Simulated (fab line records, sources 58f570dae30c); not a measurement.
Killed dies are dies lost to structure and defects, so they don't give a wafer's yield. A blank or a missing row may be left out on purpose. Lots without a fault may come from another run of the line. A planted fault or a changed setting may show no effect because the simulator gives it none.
Which tool did it? | flow berkeley_cmos170 | 15 lots, 45 wafers sampled, at 5 steps of a route of 331

WHAT THE GAUGES READ, wafer by wafer
UCB170_SDANNEAL_RS_MEAS_03: measures by four-point-probe.
lot  | measured     | on            | NSD_RS (ohm/sq)
L274 | day 8 10:01  | film_metro-01 | 37.32 37.38 37.34
L277 | day 8 10:58  | film_metro-02 | 37.15 37.11 37.11
L275 | day 8 11:04  | film_metro-04 | 37.25 37.24 37.11
L276 | day 8 11:12  | film_metro-01 | 37.37 37.29 37.20
L279 | day 8 14:22  | film_metro-01 | 37.16 37.18 37.23
L278 | day 8 14:43  | film_metro-02 | 37.38 37.29 37.33
L281 | day 9 09:55  | film_metro-02 | 37.26 37.33 37.22
L282 | day 9 10:18  | film_metro-04 | 37.31 37.28 37.33
L283 | day 9 10:33  | film_metro-01 | 37.23 37.25 37.34
L285 | day 9 22:37  | film_metro-04 | 37.17 37.22 37.19
L284 | day 10 04:16 | film_metro-04 | 37.38 37.20 37.24
L294 | day 11 17:51 | film_metro-02 | 37.23 37.31 37.20
L291 | day 11 17:53 | film_metro-04 | 37.30 37.29 37.32
L295 | day 12 04:44 | film_metro-01 | 37.40 37.46 37.40
L296 | day 12 04:59 | film_metro-02 | 37.49 37.42 37.40

UCB170_SILICIDE_THK_MEAS_03: measures by xrf.
lot  | measured     | on            | SILICIDE_TI_THK (nm)
L274 | day 8 10:34  | film_metro-04 | 31.2 31.2 31.4
L277 | day 8 11:32  | film_metro-02 | 30.9 30.3 30.5
L275 | day 8 11:38  | film_metro-04 | 31.1 31.4 31.2
L276 | day 8 11:49  | film_metro-02 | 30.9 30.9 31.2
L279 | day 8 14:57  | film_metro-04 | 30.8 30.5 31.2
L278 | day 8 15:18  | film_metro-04 | 30.3 30.9 30.9
L281 | day 9 10:34  | film_metro-02 | 30.4 30.4 30.1
L282 | day 9 10:52  | film_metro-02 | 30.4 30.6 30.5
L283 | day 9 11:07  | film_metro-02 | 30.8 31.1 31.2
L285 | day 9 23:11  | film_metro-04 | 30.7 30.7 31.2
L284 | day 10 04:50 | film_metro-03 | 31.1 31.3 31.1
L294 | day 11 18:26 | film_metro-03 | 31.1 31.0 30.9
L291 | day 11 18:27 | film_metro-02 | 30.8 30.8 30.8
L295 | day 12 05:19 | film_metro-04 | 30.8 31.0 30.7
L296 | day 12 05:34 | film_metro-03 | 31.1 31.3 31.0

UCB170_CONTACT_THK_MEAS_02.
lot  | measured     | on            | CONTACT_PSG_THK (nm)
L274 | day 8 13:43  | film_metro-02 | 702 693 697
L277 | day 8 13:39  | film_metro-01 | 695 694 697
L275 | day 8 15:25  | film_metro-02 | 699 701 704
L276 | day 8 15:25  | film_metro-01 | 705 708 704
L279 | day 8 17:25  | film_metro-01 | 709 707 702
L278 | day 8 19:07  | film_metro-01 | 706 712 702
L281 | day 9 12:45  | film_metro-03 | 697 692 694
L282 | day 9 14:31  | film_metro-03 | 695 694 693
L283 | day 9 14:31  | film_metro-02 | 700 695 695
L285 | day 10 01:19 | film_metro-02 | 685 683 686
L284 | day 10 06:58 | film_metro-03 | 698 694 695
L294 | day 11 20:42 | film_metro-03 | 636 638 628
L291 | day 11 20:43 | film_metro-02 | 627 634 625
L295 | day 12 07:26 | film_metro-02 | 634 625 631
L296 | day 12 07:40 | film_metro-03 | 702 699 699

WHICH TOOL RAN EACH LOT (tool, then ch and the chambers of the sampled wafers, then the start)
lot  | UCB170_SDANNEAL_RTA_01           | UCB170_CONTACT_CVD_01
L274 | rtp_anneal-01 ch 0, day 8 09:49  | lpcvd-02 ch 0, day 8 11:01
L277 | rtp_anneal-01 ch 0, day 8 10:47  | lpcvd-01 ch 1, day 8 11:50
L275 | rtp_anneal-01 ch 0, day 8 10:53  | lpcvd-01 ch 1, day 8 13:38
L276 | rtp_anneal-01 ch 0, day 8 11:01  | lpcvd-01 ch 0, day 8 13:38
L279 | rtp_anneal-01 ch 0, day 8 14:11  | lpcvd-02 ch 0, day 8 15:38
L278 | rtp_anneal-01 ch 0, day 8 14:32  | lpcvd-01 ch 1, day 8 17:20
L281 | rtp_anneal-01 ch 0, day 9 09:40  | lpcvd-02 ch 0, day 9 10:57
L282 | rtp_anneal-01 ch 0, day 9 10:04  | lpcvd-02 ch 0, day 9 12:44
L283 | rtp_anneal-01 ch 0, day 9 10:19  | lpcvd-02 ch 1, day 9 12:44
L285 | rtp_anneal-01 ch 0, day 9 22:25  | lpcvd-01 ch 0, day 9 23:30
L284 | rtp_anneal-02 ch 0, day 10 04:00 | lpcvd-02 ch 0, day 10 05:10
L294 | rtp_anneal-01 ch 0, day 11 17:41 | lpcvd-02 ch 1, day 11 18:55
L291 | rtp_anneal-02 ch 0, day 11 17:41 | lpcvd-02 ch 0, day 11 18:55
L295 | rtp_anneal-02 ch 0, day 12 04:34 | lpcvd-02 ch 1, day 12 05:38
L296 | rtp_anneal-01 ch 0, day 12 04:48 | lpcvd-01 ch 0, day 12 05:53
- UCB170_SDANNEAL_RTA_01: time 5 s.
- UCB170_CONTACT_CVD_01: deposits PSG from SiH4/O2/PH3, target thk 700 nm, time 2820 s.

WHAT THE TOOLS THEMSELVES READ (means of the sampled wafers that have a number; where no wafer has one, the mark that the record gives instead)
UCB170_SDANNEAL_RTA_01.
lot  | tool          | lamp_power_pct (%) | wafer_temp_C_max
L274 | rtp_anneal-01 | 40                 | 1056.6
L277 | rtp_anneal-01 | 40                 | 1054.8
L275 | rtp_anneal-01 | 40                 | 1057.8
L276 | rtp_anneal-01 | 40                 | 1055.4
L279 | rtp_anneal-01 | 40                 | 1056.4
L278 | rtp_anneal-01 | 40                 | 1057.4
L281 | rtp_anneal-01 | 40                 | 1055.7
L282 | rtp_anneal-01 | 40                 | 1056.0
L283 | rtp_anneal-01 | 40                 | 1056.7
L285 | rtp_anneal-01 | 40                 | 1056.0
L284 | rtp_anneal-02 | 33                 | 1056.9
L294 | rtp_anneal-01 | 40                 | 1056.6
L291 | rtp_anneal-02 | 33                 | 1056.8
L295 | rtp_anneal-02 | 33                 | 1059.9
L296 | rtp_anneal-01 | 40                 | 1056.1

UCB170_CONTACT_CVD_01.
lot  | tool     | o2_flow_sccm (sccm) | susceptor_temp_C (C)
L274 | lpcvd-02 | 89.58               | 449.84
L277 | lpcvd-01 | 89.84               | 449.79
L275 | lpcvd-01 | 89.99               | 449.89
L276 | lpcvd-01 | 90.05               | 449.99
L279 | lpcvd-02 | 90.00               | 449.99
L278 | lpcvd-01 | 90.14               | 450.17
L281 | lpcvd-02 | 90.12               | 449.71
L282 | lpcvd-02 | 89.95               | 450.16
L283 | lpcvd-02 | 89.78               | 450.08
L285 | lpcvd-01 | 89.81               | 450.06
L284 | lpcvd-02 | 90.05               | 449.80
L294 | lpcvd-02 | 72.10               | 450.08
L291 | lpcvd-02 | 71.86               | 450.12
L295 | lpcvd-02 | 71.72               | 450.12
L296 | lpcvd-01 | 89.96               | 450.01

THE ANSWER, worked out from the rows above alone
Rule: what is usual is taken from the lots themselves. Put in order of their means at a reading, lots are off if they are a third of the lots or fewer, leave a main group of 4 or more, and stand apart from it by a gap of 3 or more times the standard deviation of the main group's means; of several such gaps the widest counts. A main group whose means are all the same, to the digits that the tables above print for the reading, isn't used. A lot without any number at a reading at which 4 lots or more have one is off too. The other lots that the step has rows for count as sound. The gauges are gone through in route order, then the tools' own readings, and for those a lot's mean is taken as printed above. The first step at which some lot is off is used, and at that step the reading that is off furthest; a lot without a number counts as furthest.
Off: L294, L291, L295, at UCB170_CONTACT_THK_MEAS_02 (CONTACT_PSG_THK). The main group: mean 698 nm, standard deviation 6.
A tool fits if, at a process step before that reading, it ran every lot that is off, and no sound lot after the first of them. The gauges at UCB170_CONTACT_THK_MEAS_02 aren't tried: what is off there is off at UCB170_CONTACT_CVD_01 too, on other tools, and a gauge's error can't cause that. One fits: lpcvd-02 at UCB170_CONTACT_CVD_01. Its last sound lot is L284 (day 10 05:10), its first lot that is off L291 (day 11 18:55): a fault that began between those two fits.
The tool's own readings at UCB170_CONTACT_CVD_01 bear it out: on the lots that are off they differ by more than 5 times the standard deviation of the sound lots' means. o2_flow_sccm reads 71.89 sccm there against 89.94 sccm on the sound lots.

WHAT THE SIMULATOR HAD PUT IN
Process parameter drift: lpcvd-02, from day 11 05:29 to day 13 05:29, at UCB170_CONTACT_CVD_01. Setting o2_flow_sccm, moved by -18, from 90.
Lots struck among those shown: L294, L291, L295. The rule above found the same.
